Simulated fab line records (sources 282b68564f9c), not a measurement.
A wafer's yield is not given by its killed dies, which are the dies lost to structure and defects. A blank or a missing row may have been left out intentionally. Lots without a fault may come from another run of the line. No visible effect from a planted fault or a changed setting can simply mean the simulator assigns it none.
Lot-split experiment + flow ritCmos + route with 202 steps; 5 lots, 23 wafers read

== THE SPLIT ==
At RIT_ACTIVE_COAT_06 (resist thk 1000 nm), the setting resistThkNm was moved away from the recipe's 1000 nm on 7 of the 23 wafers read, by -5.0% to +2.4%. For the rest of the wafers, this setting stayed at what the recipe calls for.

== FROM THE SPLIT TO THE READING: what the file shows between them, 4 steps ==
- RIT_ACTIVE_SOFTBAKE_07: time 60 s
- RIT_ACTIVE_EXPOSE_08: exposes mask M1, target cd 1400 nm
- RIT_ACTIVE_DEVELOP_10: develop time 50 s
- RIT_ACTIVE_HARDBAKE_12: time 60 s

== THE READING ==
NOVOLAK_of_ACTIVE_COAT_06.thkNm (the simulator's own value, which no gauge read), in nm, at RIT_ACTIVE_ETCH_13 (etches Si3N4 in SF6, stops on SiO2, time 210 s, target depth 210 nm). There is no usual value for it anywhere in the file. Here, 16 wafers ran the recipe; their average is 651.6 nm with a standard deviation of 5.1 nm.

| wafer  | tool, chamber at the split | resistThkNm as run, nm | against the recipe | NOVOLAK_of_ACTIVE_COAT_06.thkNm, nm | against lot-mates on the recipe |
|--------|----------------------------|------------------------|--------------------|-------------------------------------|---------------------------------|
| L074.1 | lithoTrack-01, 0           | 1000                   | recipe             | 649.2                               | -                               |
| L074.2 | lithoTrack-01, 0           | 1000                   | recipe             | 649                                 | -                               |
| L074.3 | lithoTrack-01, 0           | 1024                   | +2.4%              | 667.6                               | +18.5                           |
| L074.4 | lithoTrack-01, 0           | 1024                   | +2.4%              | 669.5                               | +20.4                           |
| L074.6 | lithoTrack-01, 0           | 1024                   | +2.4%              | 667                                 | +17.9                           |
| L076.1 | lithoTrack-01, 0           | 1000                   | recipe             | 657.3                               | -                               |
| L076.3 | lithoTrack-01, 0           | 1000                   | recipe             | 659.3                               | -                               |
| L076.4 | lithoTrack-01, 0           | 1000                   | recipe             | 659.3                               | -                               |
| L076.5 | lithoTrack-01, 0           | 950.3                  | -5.0%              | 612.3                               | -46.3                           |
| L076.6 | lithoTrack-01, 0           | 950.3                  | -5.0%              | 616.6                               | -42.0                           |
| L077.1 | lithoTrack-01, 0           | 1000                   | recipe             | 650.8                               | -                               |
| L077.2 | lithoTrack-01, 0           | 977.3                  | -2.3%              | 642.2                               | -7.1                            |
| L077.3 | lithoTrack-01, 0           | 1000                   | recipe             | 648.6                               | -                               |
| L077.4 | lithoTrack-01, 0           | 977.3                  | -2.3%              | 635                                 | -14.3                           |
| L077.6 | lithoTrack-01, 0           | 1000                   | recipe             | 648.5                               | -                               |
| L080.3 | lithoTrack-02, 0           | 1000                   | recipe             | 643.9                               | -                               |
| L080.5 | lithoTrack-02, 0           | 1000                   | recipe             | 644.7                               | -                               |
| L080.6 | lithoTrack-02, 0           | 1000                   | recipe             | 644.8                               | -                               |
| L082.1 | lithoTrack-01, 0           | 1000                   | recipe             | 658.5                               | -                               |
| L082.3 | lithoTrack-01, 0           | 1000                   | recipe             | 655.7                               | -                               |
| L082.4 | lithoTrack-01, 0           | 1000                   | recipe             | 650.8                               | -                               |
| L082.5 | lithoTrack-01, 0           | 1000                   | recipe             | 651                                 | -                               |
| L082.6 | lithoTrack-01, 0           | 1000                   | recipe             | 654.5                               | -                               |

FIT RESULTS
A straight line over all 23 wafers: NOVOLAK_of_ACTIVE_COAT_06.thkNm changes by +7.1 nm for each +1% of resistThkNm; r = +0.94; the points scatter about the line by 4.8 nm.
The same after taking each lot's own level away (the mean of its wafers on the recipe; 23 wafers): +8.13 nm for each +1%; r = +0.98; scatter 3.4 nm.
That fit puts the effect of the largest move of resistThkNm on the reading at 40 nm.
From 644.47 to 658.63 nm: that is the span of the lots' own levels, equal to 2.8 times the standard deviation above.
Hence the slope depends on the lot-to-lot level, as the two fits are not the same.
Check: -37 nm against its lot-mates is what the line predicts for one of the wafers moved furthest among these (-5.0%) when that wafer is left out of the fit. It came out at -46.3 nm against them.

== THE OTHER SPLITS THESE WAFERS WENT THROUGH ==
Other splits were also applied to these wafers ahead of the reading. Each is held against what the fit with the lots' levels taken away leaves over:
| other split on the same wafers | wafers away from the commonest value | r with NOVOLAK_of_ACTIVE_COAT_06.thkNm (lot level and that fit taken away) |
|--------------------------------|--------------------------------------|----------------------------------------------------------------------------|
| RIT_ACTIVE_CVD_03 tempC        | 15                                   | -0.37                                                                      |

== THE WHOLE CHAIN: every reading that the file lists as answering this split, in the file's order ==
| step                   | what it does                                                        | reading                                                                          | change (the file's fit)              | r (the file's) |
|------------------------|---------------------------------------------------------------------|----------------------------------------------------------------------------------|--------------------------------------|----------------|
| RIT_ACTIVE_COAT_06     | resist thk 1000 nm                                                  | NOVOLAK_of_ACTIVE_COAT_06.thkNm (the simulator's own value, which no gauge read) | +10 nm for each +1% of the setting   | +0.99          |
| RIT_ACTIVE_HARDBAKE_12 | time 60 s                                                           | NOVOLAK_of_ACTIVE_COAT_06.thkNm (the simulator's own value, which no gauge read) | +8.77 nm for each +1% of the setting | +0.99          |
| RIT_ACTIVE_ETCH_13     | etches Si3N4 in SF6, stops on SiO2, time 210 s, target depth 210 nm | NOVOLAK_of_ACTIVE_COAT_06.thkNm (the simulator's own value, which no gauge read) | +8.12 nm for each +1% of the setting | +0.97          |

== FILE'S OWN FIT ==
NOVOLAK_of_ACTIVE_COAT_06.thkNm changes by +8.12 nm for each +1% of resistThkNm, r = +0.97.
